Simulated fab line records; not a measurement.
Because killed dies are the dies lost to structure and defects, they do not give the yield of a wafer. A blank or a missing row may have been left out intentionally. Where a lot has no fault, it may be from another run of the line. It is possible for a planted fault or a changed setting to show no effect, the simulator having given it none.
Tool commonality check	flow rit_cmos	Lots sampled 14, wafers sampled 42

## THE REASON FOR OPENING IT
Of 14 lots, 2 have the reading GATE_OXIDE_THK flagged at RIT_GATE_THK_MEAS_07. No-fault wafers: 3.00 nm, standard deviation 0.068.
Rule: a lot is flagged when every wafer of it that has a number lies more than 4 standard deviations from that mean, or none has a number. The other lots count as sound.

lot	measured	on	GATE_OXIDE_THK (nm), wafer by wafer	flag
L230	day 2 10:07	film_metro-03	3.12 3.13 3.09	
L231	day 2 15:11	film_metro-02	2.96 3.06 3.02	
L232	day 2 20:42	film_metro-03	3.04 3.03 3.00	
L233	day 3 01:13	film_metro-03	3.11 3.02 3.03	
L234	day 3 05:23	film_metro-02	3.15 3.03 3.09	
L235	day 3 11:49	film_metro-03	2.99 2.98 3.07	
L236	day 3 15:38	film_metro-04	3.03 3.09 3.09	
L239	day 4 06:44	film_metro-02	2.88 2.92 2.96	
L240	day 4 11:35	film_metro-02	3.13 3.08 3.06	
L242	day 5 00:01	film_metro-02	3.54 3.54 3.61	FLAGGED
L243	day 5 06:32	film_metro-03	3.52 3.49 3.54	FLAGGED
L250	day 6 17:52	film_metro-02	2.92 2.97 2.91	
L251	day 6 23:11	film_metro-03	3.00 2.91 3.00	
L252	day 7 00:25	film_metro-04	3.01 3.00 3.04	
On average the flagged lots' numbers are 3.54 nm, which is +0.54 nm against the usual, or +8 standard deviations.

## WHICH TOOL EACH LOT WENT THROUGH
The record keeps 1 process step preceding the reading, out of 202 steps on the route. Every cell lists first the tool, next ch and the chambers used by the sampled wafers, and last the start.
lot	flag	RIT_GATE_OXIDATION_05
L230		furnace-03 ch 0, day 2 08:46
L231		furnace-03 ch 0, day 2 13:52
L232		furnace-03 ch 0, day 2 19:22
L233		furnace-03 ch 0, day 2 23:53
L234		furnace-01 ch 0, day 3 04:03
L235		furnace-01 ch 0, day 3 10:29
L236		furnace-03 ch 0, day 3 14:18
L239		furnace-04 ch 0, day 4 05:23
L240		furnace-03 ch 0, day 4 09:24
L242	FLAGGED	furnace-01 ch 0, day 4 21:22
L243	FLAGGED	furnace-01 ch 0, day 5 03:15
L250		furnace-04 ch 0, day 6 14:15
L251		furnace-04 ch 0, day 6 20:04
L252		furnace-04 ch 0, day 6 23:05
What the steps here do:
- RIT_GATE_OXIDATION_05: target thk 3 nm, ox time 270 s.
- RIT_GATE_THK_MEAS_07

## FLAGGED AGAINST TOTAL, ONE TOOL AT A TIME (gauges that did the reading follow at the end)
step	tool	lots run	flagged	share of the flagged lots	sound lots run after its first flagged lot
RIT_GATE_OXIDATION_05	furnace-01	4	2	all	0
RIT_GATE_OXIDATION_05	furnace-03	6	0	none	-
RIT_GATE_OXIDATION_05	furnace-04	4	0	none	-
RIT_GATE_THK_MEAS_07	film_metro-02	6	1	some	1 (L250)
RIT_GATE_THK_MEAS_07	film_metro-03	6	1	some	1 (L251)
RIT_GATE_THK_MEAS_07	film_metro-04	2	0	none	-

## THE TABLE: WHAT IT ALLOWS
Rows of the table that ran each flagged lot: 1, that is furnace-01 at RIT_GATE_OXIDATION_05.
- furnace-01 at RIT_GATE_OXIDATION_05 ran 4 lots, 2 of them flagged. It ran its last sound lot, L235, at day 3 10:29 and its first flagged lot, L242, at day 4 21:22: a fault with its onset between the two fits. Its own readings lie more than 4 standard deviations out on every wafer of the flagged lots: spike_tc_centre_C, spike_tc_load_C, spike_tc_source_C, tube_center_temp_C, tube_center_temp_C_max.
furnace-01 at RIT_GATE_OXIDATION_05 is the single tool remaining.

## WHAT THE SIMULATOR HAD INSERTED
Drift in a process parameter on furnace-01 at RIT_GATE_OXIDATION_05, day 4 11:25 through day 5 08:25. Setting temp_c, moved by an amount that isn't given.
Lots struck among those shown: L242, L243. The rule given above showed the same thing.
